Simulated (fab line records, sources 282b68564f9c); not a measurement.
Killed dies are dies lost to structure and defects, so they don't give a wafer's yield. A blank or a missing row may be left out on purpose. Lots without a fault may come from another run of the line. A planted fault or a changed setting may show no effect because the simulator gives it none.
Tool commonality check | flow rit_cmos | 13 lots, 39 wafers sampled

WHY IT WAS OPENED
At RIT_SPACER_THK_MEAS_04 the reading SPACER_NITRIDE_THK is flagged on 1 of 13 lots. Wafers without a fault read 250.0 nm, standard deviation 2.2.
Rule: a lot is flagged when every wafer of it that has a number lies more than 4 standard deviations from that mean, or none has a number. The other lots count as sound.

lot  | measured    | on            | SPACER_NITRIDE_THK (nm), wafer by wafer | flag
L920 | day 3 09:47 | film_metro-02 | 248.2 246.3 248.1                       |
L921 | day 3 14:20 | film_metro-01 | 252.7 251.0 249.5                       |
L922 | day 3 19:35 | film_metro-01 | 250.7 250.6 250.0                       |
L923 | day 3 22:07 | film_metro-02 | 248.0 248.3 249.4                       |
L924 | day 4 03:23 | film_metro-03 | 249.1 249.1 250.5                       |
L926 | day 4 20:28 | film_metro-01 | 250.9 247.2 248.5                       |
L927 | day 4 23:02 | film_metro-03 | 254.2 250.9 252.6                       |
L928 | day 5 01:49 | film_metro-02 | 250.0 251.0 249.8                       |
L929 | day 5 05:56 | film_metro-02 | 247.0 247.4 245.7                       |
L930 | day 5 12:06 | film_metro-01 | 251.6 248.9 249.9                       |
L931 | day 5 15:16 | film_metro-01 | 248.4 248.9 248.3                       |
L933 | day 6 01:07 | film_metro-03 | 252.1 251.8 252.2                       |
L937 | day 6 19:09 | film_metro-03 | 155.2 155.4 157.3                       | FLAGGED
The numbers of the flagged lots are 156.0 nm on average: -94.0 nm against the usual, or -43 standard deviations.

WHICH TOOL RAN EACH LOT
The record holds 1 process step before the reading, out of a route of 202 steps. In each cell: the tool, then ch and the chambers that the sampled wafers went through, then the start.
lot  | flag    | RIT_SPACER_CVD_03
L920 |         | lpcvd-01 ch 0, day 3 06:55
L921 |         | lpcvd-02 ch 1, day 3 12:24
L922 |         | lpcvd-01 ch 1, day 3 17:41
L923 |         | lpcvd-01 ch 1, day 3 20:12
L924 |         | lpcvd-02 ch 1, day 4 01:29
L926 |         | lpcvd-01 ch 0, day 4 18:34
L927 |         | lpcvd-02 ch 0, day 4 21:07
L928 |         | lpcvd-01 ch 1, day 4 23:53
L929 |         | lpcvd-01 ch 1, day 5 04:01
L930 |         | lpcvd-02 ch 1, day 5 10:10
L931 |         | lpcvd-01 ch 1, day 5 13:21
L933 |         | lpcvd-01 ch 1, day 5 23:11
L937 | FLAGGED | lpcvd-01 ch 1, day 6 17:13
What these steps do:
- RIT_SPACER_CVD_03: deposits Si3N4 from SiH2Cl2/NH3, target thk 250 nm, time 3300 s.
- RIT_SPACER_THK_MEAS_04

FLAGGED OVER TOTAL, TOOL BY TOOL (the gauges that took the reading come last)
step                   | tool          | lots run | flagged | share of the flagged lots | sound lots run after its first flagged lot
RIT_SPACER_CVD_03      | lpcvd-01      | 9        | 1       | all                       | 0
RIT_SPACER_CVD_03      | lpcvd-02      | 4        | 0       | none                      | -
RIT_SPACER_THK_MEAS_04 | film_metro-01 | 5        | 0       | none                      | -
RIT_SPACER_THK_MEAS_04 | film_metro-02 | 4        | 0       | none                      | -
RIT_SPACER_THK_MEAS_04 | film_metro-03 | 4        | 1       | all                       | 0

WHAT THE TABLE ALLOWS
2 rows of the table ran every flagged lot: lpcvd-01 at RIT_SPACER_CVD_03, film_metro-03 at RIT_SPACER_THK_MEAS_04.
- lpcvd-01 at RIT_SPACER_CVD_03: 1 of its 9 lots flagged. Its last sound lot is L933 (day 5 23:11), its first flagged lot L937 (day 6 17:13): a fault that began between those two fits. Its own readings lie more than 4 standard deviations out on every wafer of the flagged lots: spike_tc_centre_C, spike_tc_load_C, spike_tc_source_C, susceptor_temp_C.
- film_metro-03 at RIT_SPACER_THK_MEAS_04: 1 of its 4 lots flagged. Its last sound lot is L933 (day 6 01:07), its first flagged lot L937 (day 6 19:09): a fault that began between those two fits.
Counting lots can't tell these 2 tools apart, because each fits a fault that began at some hour. More lots, or a look at what each step does to the wafer, might.

WHAT THE SIMULATOR HAD PUT IN
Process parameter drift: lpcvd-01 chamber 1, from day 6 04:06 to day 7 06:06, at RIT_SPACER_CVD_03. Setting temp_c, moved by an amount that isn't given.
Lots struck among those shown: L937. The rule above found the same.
